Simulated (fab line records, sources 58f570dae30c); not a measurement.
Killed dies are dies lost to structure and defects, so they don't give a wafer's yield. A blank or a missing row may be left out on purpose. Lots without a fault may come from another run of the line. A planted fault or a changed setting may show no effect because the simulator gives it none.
Chamber matching | flow berkeley_cmos170 | UCB170_GATE_ETCH_15 on rie_si-02: 4 sister chambers
The step etches poly-Si in HBr/Cl2, stops on SiO2, time 56.3 s, target depth 278.2 nm. 14 wafers are shown with their chamber, then 7 later ones without.

WAFERS WITH THEIR CHAMBER
wafer  | chamber | throttle_valve_pct (%) | drypump_motor_current_A (A) | oes_product_au (a.u.)
L296.2 | 3       | 26.04                  | 6.3                         | 0.837
L296.3 | 0       | 26.62                  | 5.7                         | 0.823
L296.6 | 2       | 26.31                  | 5.7                         | 0.841
L298.1 | 1       | 26.34                  | 6.6                         | 0.848
L298.2 | 3       | 26.05                  | 6.3                         | 0.851
L298.4 | 0       | 26.61                  | 5.7                         | 0.841
L299.1 | 2       | 26.31                  | 5.7                         | 0.860
L299.4 | 1       | 26.35                  | 6.5                         | 0.847
L299.6 | 2       | 26.29                  | 5.7                         | 0.846
L302.2 | 1       | 26.34                  | 6.5                         | 0.836
L302.3 | 0       | 26.61                  | 5.7                         | 0.827
L302.4 | 3       | 26.04                  | 6.3                         | 0.835
L306.1 | 3       | 26.04                  | 6.3                         | 0.840
L306.2 | 0       | 26.62                  | 5.7                         | 0.834

SIGNATURES (means of the wafers above)
reading                 | chamber 0 | chamber 1 | chamber 2 | chamber 3 | scatter within a chamber
throttle_valve_pct      | 26.6150   | 26.3433   | 26.3033   | 26.0425   | 0.00713
drypump_motor_current_A | 5.700     | 6.533     | 5.700     | 6.300     | 0.0258
oes_product_au          | 0.83125   | 0.84367   | 0.84900   | 0.84075   | 0.0079
Rule: a wafer's distance from a chamber is the root of the sum, over the readings, of the square of ((its reading less the chamber's mean) divided by the reading's scatter). The wafer belongs to the nearest chamber; if the next one is less than 2 further off, it can't be placed. The scatter: the root of (the sum of the squares of (reading less its chamber's mean) over the shown wafers, divided by (wafers less chambers)).

WAFERS WITHOUT THEIR CHAMBER
wafer  | throttle_valve_pct (%) | drypump_motor_current_A (A) | oes_product_au (a.u.)
L306.3 | 26.33                  | 5.7                         | 0.851
L301.1 | 26.62                  | 5.7                         | 0.833
L301.2 | 26.31                  | 5.7                         | 0.847
L301.4 | 26.32                  | 6.5                         | 0.830
L309.2 | 26.32                  | 5.7                         | 0.849
L309.3 | 26.04                  | 6.3                         | 0.851
L309.5 | 26.33                  | 6.5                         | 0.838

WHICH CHAMBER EACH WENT THROUGH
wafer  | from the rows above | in truth
L306.3 | 2                   | 2
L301.1 | 0                   | 0
L301.2 | 2                   | 2
L301.4 | 1                   | 1
L309.2 | 2                   | 2
L309.3 | 3                   | 3
L309.5 | 1                   | 1
Placed correctly: 7 of 7. Can't be placed from these rows: 0. Placed wrongly: 0.
